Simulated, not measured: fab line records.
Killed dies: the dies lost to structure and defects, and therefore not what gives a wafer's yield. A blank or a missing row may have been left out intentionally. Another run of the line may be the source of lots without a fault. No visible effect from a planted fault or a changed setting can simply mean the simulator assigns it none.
Code-filled problem report in 8D (eight disciplines) form | flow rit-cmos | the parts of the form that need people (team, actions taken, sign-off) are left out

== 1. PROBLEM STATEMENT ==
Across 6 wafers from 2 lots, PWELL_RS at RIT_WELLDRIVE_RS_MEAS_02 averages 444.2 ohm/sq, while fault-free wafers read 429.9 ohm/sq with a standard deviation of 1.3. Measured from the usual mean, that is +11 standard deviations.
The step: measures by four-point-probe.
First seen on wafer L416.2, day 5 23:16, on film-metro-03. At this step, 42 wafers from 14 lots have a number in the record. Rule for "out", or "out of limits": more than 4 standard deviations from the usual mean. Any other wafer with a number is counted as sound.

== 2. WHAT IT IS; WHAT IT IS NOT ==
question                    | is                           | is not
which readings at this step | PWELL_RS                     | -
which lots                  | L416, L418                   | L399, L400, L401, L402, L404, L405, L408, L409, L410, L411, L417, L421
which wafers of those lots  | all that have a number       | -
read on which gauges        | film-metro-03, film-metro-04 | film-metro-01
when                        | from day 5 23:16             | up to then (30 sound wafers); but 6 sound wafers of L417, L421 came after

== 3. SUSPECTS, AND WHAT RULES EACH OUT ==
Counting: any tool at a process step up to the reading is kept as a suspect provided that every lot that is out went through it and no sound lot did after the first of them.
- ruled out: the gauge at RIT_WELLDRIVE_RS_MEAS_02. The wafers that are out were read on 2 gauges (film-metro-03, film-metro-04).
- implanter-01 at RIT_PWELL_IMPLANT_08: kept. It processed each lot that is out, first L416 at day 5 17:41, and no sound lot thereafter; up to then, the last sound lot it processed was L410 at day 4 12:01. Its own dose-ions-cm2 readings are out on those wafers.
Left after counting: implanter-01 at RIT_PWELL_IMPLANT_08.

== 4. THE CAUSE (what the simulator had put in) ==
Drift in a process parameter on implanter-01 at RIT_PWELL_IMPLANT_08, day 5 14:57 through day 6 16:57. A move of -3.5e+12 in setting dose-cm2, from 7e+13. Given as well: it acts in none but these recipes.
This tool alone remained once counting was done.

== 5. THE EFFECT CHAIN, in route order ==
Each row: a reading where the mean over the struck wafers with a number is more than 3 standard deviations away from the usual. Readings are gone through only where the record gives a usual standard deviation; hours: the median, over the lots, of the time from a lot's start at the first step in this table giving one to that lot's start at this step; sigmas: the change measured in usual standard deviations.
hours | step                     | reading       | usual        | on struck wafers | change     | sigmas
0     | RIT_PWELL_IMPLANT_08     | dose-ions-cm2 | 6.999e+13    | 6.648e+13        | -3.508e+12 | -45
6     | RIT_WELLDRIVE_RS_MEAS_02 | PWELL_RS      | 429.9 ohm/sq | 444.2            | +14.3      | +11
It contains these process steps:
- RIT_PWELL_IMPLANT_08

== 6. HOW IT WOULD HAVE BEEN CAUGHT EARLIER ==
The first out-of-limits reading at a measuring or inspecting step in this record came at day 5 23:16, 8 hours after the fault's start at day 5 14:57.
Tool's own readings at RIT_PWELL_IMPLANT_08, dose-ions-cm2: out on all struck wafers the step has rows for; an alarm limit on them would have tripped on the first.
Among the 2 lots that are out, L418 began RIT_PWELL_IMPLANT_08 on implanter-01 after day 5 23:16. Had the tool been put on hold then, it would have been spared.
